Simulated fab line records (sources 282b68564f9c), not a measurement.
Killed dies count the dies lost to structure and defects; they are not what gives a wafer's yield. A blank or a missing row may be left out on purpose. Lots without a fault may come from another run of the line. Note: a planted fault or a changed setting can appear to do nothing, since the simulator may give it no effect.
fab line records | flow rit_cmos | part 2 of 2: steps 42 to 43 of 43
record: lots: 6 | wafers: 18 | last_day: 7
route steps=202 shown SDANNEAL@155 PSD@157 NSD@158 PLDD@159 NLDD@160 SILICIDE@161 CONTACT@168 M1@184
lots that met no fault: taken from a fault-free run of the same line
start_h: start of the lot's first displayed wafer, in hours after the record's first day | wait_h: time in hours since the lot's previous step | " repeats the value in the row above | L1.1+2: one row covering several wafers at once | - no value, or no start given | * or withheld: withheld | < > ~ a bound
route shown NAME@n: names a module that has steps shown in the file, with the first one's number in the route | usual: mean/standard deviation of fault-free wafers | same: alike in all rows | chamber/n: place in a boat | sites: readings site by site | _std_site: the standard deviation of these | _edge_site: inner sites' mean taken away from outer sites' mean | radius_mm: how far each site lies from the wafer's centre | mask NAME#n: copy n | behind: the most recent tool/chamber to have shaped the wafer | hold: why the lot went on hold/how many hours it stayed there/how the hold came to an end | device: transistor that didn't switch, given as n, p or np | end of line: the tests these same wafers got at the end of their route | a step with no rows: only its recipe | killed: dies lost to structure and defects at the first sort, not the wafer's yield | map: the dies of a wafer, with x for killed, . for not killed, _ for no die there
set.NAME: the run value of the setting; set.NAME@STEP: its run value at that earlier step | model.NAME: the simulator's own value behind a step, which no gauge read
certain route steps with their lots: each step a table, each wafer a row
services: the hour from which a tool's chamber was out of use, counted from the record's first day as start_h (under 0 if before that day), plus the number of hours and why
== steps ==
step: RIT_M1_METAL_ETCH_12
recipe: stop_on: SiO2 | chemistry: Cl2/BCl3 | target: Al | time_s: 165 | over_etch_frac: 0.5 | pressure_mtorr: 100 | target_depth_a: 6000 | rf_w: 250 | Cl2_flow_sccm: 60 | bcl3_flow_sccm: 50
usual: bcl3_flow_sccm: 50.00/0.15 | drypump_motor_current_A: 5.5/0.42 | oes_product_au: 0.770/0.0096 | throttle_valve_pct: 8.32/0.17
lot.wafer | tool         | chamber | start_h | wait_h | bcl3_flow_sccm | drypump_motor_current_A | oes_product_au | rf_hours_counter_h | throttle_valve_pct
L387.3    | rie_metal-03 | 0       | 57.91   | 0.2    | 49.86          | 5.8                     | 0.773          | -                  | 8.21
L387.5    | "            | 0       | "       | "      | 49.68          | 5.8                     | 0.785          | -                  | 8.20
L387.6    | "            | 1       | "       | "      | 49.96          | 6.1                     | 0.764          | -                  | 8.47
L391.2    | rie_metal-02 | 1       | 80.80   | 0.2    | 49.86          | 5.3                     | 0.768          | 33                 | 8.15
L391.3    | "            | 1       | "       | "      | 50.07          | 5.3                     | 0.773          | -                  | 8.16
L391.5    | "            | 1       | "       | "      | 50.01          | 5.3                     | 0.773          | -                  | 8.17
L395.2    | rie_metal-01 | 0       | 100.48  | 0.2    | 50.10          | 4.8                     | 0.772          | 3                  | 8.11
L395.4    | "            | 0       | "       | "      | 50.22          | 4.8                     | 0.767          | -                  | 8.09
L395.6    | "            | 1       | "       | "      | 49.84          | 5.5                     | 0.770          | -                  | 8.40
L397.3    | rie_metal-02 | 1       | 110.08  | 0.2    | 50.00          | 5.2                     | 0.749          | -                  | 8.17
L397.4    | "            | 0       | "       | "      | 50.00          | 5.3                     | 0.773          | -                  | 8.56
L397.6    | "            | 1       | "       | "      | 50.12          | 5.3                     | 0.760          | -                  | 8.17
L398.2    | rie_metal-01 | 1       | 112.99  | 0.2    | 50.02          | 5.5                     | 0.759          | 3                  | 8.43
L398.4    | "            | 0       | "       | "      | 50.06          | 4.8                     | 0.765          | -                  | 8.09
L398.5    | "            | 1       | "       | "      | 50.11          | 5.4                     | 0.753          | -                  | 8.41
L408.2    | rie_metal-01 | 0       | 162.80  | 0.2    | 50.00          | 4.8                     | 0.781          | 4                  | 8.10
L408.5    | "            | 0       | "       | "      | 49.98          | 4.8                     | 0.781          | -                  | 8.11
L408.6    | "            | 1       | "       | "      | 50.00          | 5.5                     | 0.760          | -                  | 8.42
step: RIT_M1_PROBE_99
usual: killed_at_contacts: 0.1/0.35 | killed_at_front_end: 6.9/2.8 | killed_dies: 7.0/2.8 | killed_open: 3.4/2 | killed_short: 3.5/2.1
same: gross_dies: 264 | killed_at_M0_to_M3: 0 | killed_at_M4_up: 0 | killed_at_back_side: 0 | killed_at_other: 0
lot.wafer | tool      | chamber | start_h | wait_h | killed_at_contacts | killed_at_front_end | killed_dies | killed_open | killed_short | model.etest.npoly_sal.rs_ohm_sq | model.etest.pplus_sal.rs_ohm_sq | model.etest.ppoly_sal.rs_ohm_sq | model.etest.nplus_sal.rs_ohm_sq | model.etest.nplus_sal.line_ohm_um | model.etest.pplus_sal.line_ohm_um | model.etest.contact_pplus.rc_ohm | model.etest.contact_nplus.rc_ohm
L387.3    | prober-01 | -       | 60.22   | 0.2    | 1                  | 7                   | 8           | 4           | 4            | 4.373                           | 4.343                           | 4.353                           | 4.356                           | 1.28                              | 1.278                             | 1.401                            | 1.397
L387.5    | prober-01 | -       | 60.32   | 0.2    | 0                  | 6                   | 6           | 2           | 4            | 4.367                           | 4.325                           | 4.346                           | 4.361                           | 1.28                              | 1.281                             | 1.383                            | 1.395
L387.6    | prober-01 | -       | 60.37   | 0.2    | 0                  | 9                   | 9           | 7           | 2            | 4.362                           | 4.344                           | 4.321                           | 4.316                           | 1.266                             | 1.285                             | 1.328                            | 1.37
L391.2    | prober-01 | -       | 83.11   | 0.1    | 1                  | 4                   | 5           | 1           | 4            | 4.436                           | 4.382                           | 4.404                           | 4.371                           | 1.272                             | 1.278                             | 1.409                            | 1.423
L391.3    | prober-01 | -       | 83.16   | 0.2    | 1                  | 6                   | 7           | 3           | 4            | 4.365                           | 4.375                           | 4.378                           | 4.335                           | 1.274                             | 1.282                             | 1.405                            | 1.344
L391.5    | prober-01 | -       | 83.26   | 0.2    | 0                  | 11                  | 11          | 7           | 4            | 4.443                           | 4.415                           | 4.406                           | 4.391                           | 1.279                             | 1.279                             | 1.33                             | 1.389
L395.2    | prober-01 | -       | 102.78  | 0.1    | 0                  | 9                   | 9           | 5           | 4            | 3.943                           | 3.925                           | 3.957                           | 3.92                            | 1.147                             | 1.125                             | 1.291                            | 1.292
L395.4    | prober-01 | -       | 102.88  | 0.2    | 0                  | 6                   | 6           | 4           | 2            | 3.979                           | 3.928                           | 3.979                           | 3.92                            | 1.141                             | 1.131                             | 1.273                            | 1.249
L395.6    | prober-01 | -       | 102.98  | 0.2    | 0                  | 11                  | 11          | 8           | 3            | 3.945                           | 3.925                           | 3.945                           | 3.91                            | 1.134                             | 1.13                              | 1.311                            | 1.25
L397.3    | prober-01 | -       | 112.38  | 0.2    | 0                  | 2                   | 2           | 1           | 1            | 3.97                            | 3.984                           | 3.943                           | 3.961                           | 1.162                             | 1.154                             | 1.285                            | 1.31
L397.4    | prober-01 | -       | 112.43  | 0.2    | 0                  | 4                   | 4           | 4           | 0            | 3.997                           | 3.967                           | 3.954                           | 3.914                           | 1.144                             | 1.147                             | 1.338                            | 1.294
L397.6    | prober-01 | -       | 112.53  | 0.2    | 0                  | 12                  | 12          | 11          | 1            | 4.027                           | 3.973                           | 3.948                           | 3.973                           | 1.147                             | 1.132                             | 1.254                            | 1.312
L398.2    | prober-02 | -       | 115.29  | 0.1    | 0                  | 7                   | 7           | 4           | 3            | 4.456                           | 4.4                             | 4.399                           | 4.377                           | 1.241                             | 1.27                              | 1.387                            | 1.411
L398.4    | prober-02 | -       | 115.39  | 0.2    | 0                  | 9                   | 9           | 6           | 3            | 4.358                           | 4.35                            | 4.35                            | 4.343                           | 1.251                             | 1.267                             | 1.469                            | 1.384
L398.5    | prober-02 | -       | 115.44  | 0.2    | 0                  | 7                   | 7           | 4           | 3            | 4.36                            | 4.327                           | 4.326                           | 4.34                            | 1.259                             | 1.247                             | 1.345                            | 1.308
L408.2    | prober-02 | -       | 165.11  | 0.1    | 0                  | 6                   | 6           | 5           | 1            | 4.468                           | 4.415                           | 4.447                           | 4.421                           | 1.264                             | 1.287                             | 1.407                            | 1.429
L408.5    | prober-02 | -       | 165.26  | 0.2    | 0                  | 9                   | 9           | 2           | 7            | 4.446                           | 4.456                           | 4.41                            | 4.419                           | 1.282                             | 1.282                             | 1.363                            | 1.433
L408.6    | prober-02 | -       | 165.31  | 0.2    | 0                  | 9                   | 9           | 5           | 3            | 4.418                           | 4.374                           | 4.391                           | 4.387                           | 1.266                             | 1.259                             | 1.365                            | 1.378
killed by level:class
L387.3 GATE:geometric_particle:short=3 SPACER:geometric_particle:open=3 GATE:geometric_particle:open=1 CONTACT:geometric_particle:short=1
L387.5 GATE:geometric_particle:short=3 FOX1:geometric_particle:short=1 GATE:geometric_particle:open=1 SILICIDE:geometric_particle:open=1
L387.6 GATE:geometric_particle:open=3 REOX:geometric_particle:open=2 SILICIDE:geometric_particle:open=2 GATE:geometric_particle:short=1 SILICIDE:geometric_particle:short=1
L391.2 FOX2:geometric_particle:short=2 GATE:geometric_particle:open=1 REOX:geometric_particle:short=1 CONTACT:geometric_particle:short=1
L391.3 FOX2:geometric_particle:short=2 REOX:geometric_particle:open=2 FOX2:geometric_particle:open=1 GATE:geometric_particle:short=1 CONTACT:geometric_particle:short=1
L391.5 GATE:geometric_particle:short=3 GATE:geometric_particle:open=3 FOX2:geometric_particle:open=2 SILICIDE:geometric_particle:open=2 SILICIDE:geometric_particle:short=1
L395.2 GATE:geometric_particle:open=2 FOX1:geometric_particle:open=1 FOX1:geometric_particle:short=1 GATE:geometric_particle:short=1 REOX:geometric_particle:short=1 SPACER:geometric_particle:open=1 SILICIDE:geometric_particle:open=1 SILICIDE:geometric_particle:short=1
L395.4 FOX1:geometric_particle:open=1 FOX2:geometric_particle:open=1 GATE:geometric_particle:short=1 GATE:geometric_particle:open=1 REOX:geometric_particle:short=1 SILICIDE:geometric_particle:open=1
L395.6 SILICIDE:geometric_particle:open=4 FOX2:geometric_particle:open=2 FOX2:geometric_particle:short=1 GATE:geometric_particle:short=1 REOX:geometric_particle:open=1 REOX:geometric_particle:short=1 SPACER:geometric_particle:open=1
L397.3 GATE:geometric_particle:short=1 GATE:geometric_particle:open=1
L397.4 SPACER:geometric_particle:open=2 FOX2:geometric_particle:open=1 SILICIDE:geometric_particle:open=1
L397.6 GATE:geometric_particle:open=4 SILICIDE:geometric_particle:open=3 SPACER:geometric_particle:open=2 FOX1:geometric_particle:open=1 FOX1:geometric_particle:short=1 REOX:geometric_particle:open=1
L398.2 FOX1:geometric_particle:open=3 FOX1:geometric_particle:short=1 FOX2:geometric_particle:short=1 REOX:geometric_particle:open=1 REOX:geometric_particle:short=1
L398.4 FOX1:geometric_particle:open=3 FOX1:geometric_particle:short=2 FOX2:geometric_particle:open=1 GATE:geometric_particle:short=1 SPACER:geometric_particle:open=1 SILICIDE:geometric_particle:open=1
L398.5 GATE:geometric_particle:open=2 FOX1:geometric_particle:open=1 FOX1:geometric_particle:short=1 GATE:geometric_particle:short=1 SILICIDE:geometric_particle:open=1 SILICIDE:geometric_particle:short=1
L408.2 GATE:geometric_particle:open=3 GATE:geometric_particle:short=1 SPACER:geometric_particle:open=1 SILICIDE:geometric_particle:open=1
L408.5 GATE:geometric_particle:short=4 REOX:geometric_particle:short=2 FOX1:geometric_particle:short=1 FOX1:geometric_particle:open=1 REOX:geometric_particle:open=1
L408.6 FOX1:geometric_particle:open=2 FOX1:geometric_particle:short=1 GATE:geometric_particle:short=1 GATE:geometric_particle:open=1 REOX:geometric_particle:short=1 SPACER:geometric_particle:open=1 SILICIDE:geometric_particle:open=1 NRETRO:coat_microbubble_printed=1
== services ==
tool            | chamber | start_h | hours | kind
plasma_asher-02 | -       | 33.02   | 3.0   | repair
pecvd-01        | 0       | 35.33   | 13.7  | repair
plasma_asher-01 | -       | 35.35   | 1.6   | repair
rie_metal-01    | 1       | 38.74   | 2.6   | repair
pvd_sputter-01  | -       | 51.10   | 8.6   | repair
pecvd-01        | -       | 51.26   | 2.5   | repair
rie_diel-04     | 0       | 57.62   | 2.5   | repair
rie_metal-03    | -       | 59.28   | 4.3   | pm
rtp_anneal-02   | -       | 61.47   | 5.5   | pm
pvd_sputter-01  | -       | 82.07   | 3.4   | repair
plasma_asher-04 | -       | 93.69   | 0.4   | repair
plasma_asher-04 | -       | 105.16  | 2.2   | repair
plasma_asher-01 | -       | 108.75  | 9.0   | pm
rtp_anneal-01   | -       | 112.33  | 4.4   | pm
pecvd-02        | 0       | 120.30  | 10.8  | repair
rie_diel-03     | 2       | 122.40  | 5.3   | repair
plasma_asher-02 | -       | 123.99  | 3.4   | repair
rie_metal-02    | -       | 136.12  | 20.0  | pm
rie_metal-02    | 0       | 136.12  | 20.0  | vent_cycle
rie_metal-02    | 1       | 136.12  | 20.0  | vent_cycle
plasma_asher-02 | -       | 144.26  | 7.2   | repair
rie_diel-04     | 3       | 145.27  | 2.7   | repair
pecvd-02        | -       | 155.22  | 2.0   | repair
plasma_asher-04 | -       | 162.57  | 3.1   | repair
== key ==
first_sign none at tools or gauges
model_effect: step: RIT_M1_PROBE_99 | value: etest.npoly_sal.rs_ohm_sq | without: 4.333 | struck: 3.977
met_at RIT_SILICIDE_RTA_06
struck_wafers L395.2,L395.4,L395.6,L397.3,L397.4,L397.6
tester_left_out L395,L397
onset_between 76.53 96.36
fault: kind: process_parameter_drift | tool: rtp_anneal-01 | chamber: - | onset_h: 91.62 | steps: RIT_SILICIDE_RTA_06 | channel: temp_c | offset: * | shape: step | end_h: 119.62 | acts_in: * | stated: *
tester_left_out: of these lots the tester's yield and bins aren't shown, on N5 and GAA mostly nor the transistor test; their killed dies are dies lost to structure and defects alone, not to doping, threshold or leakage, so they don't give the yield
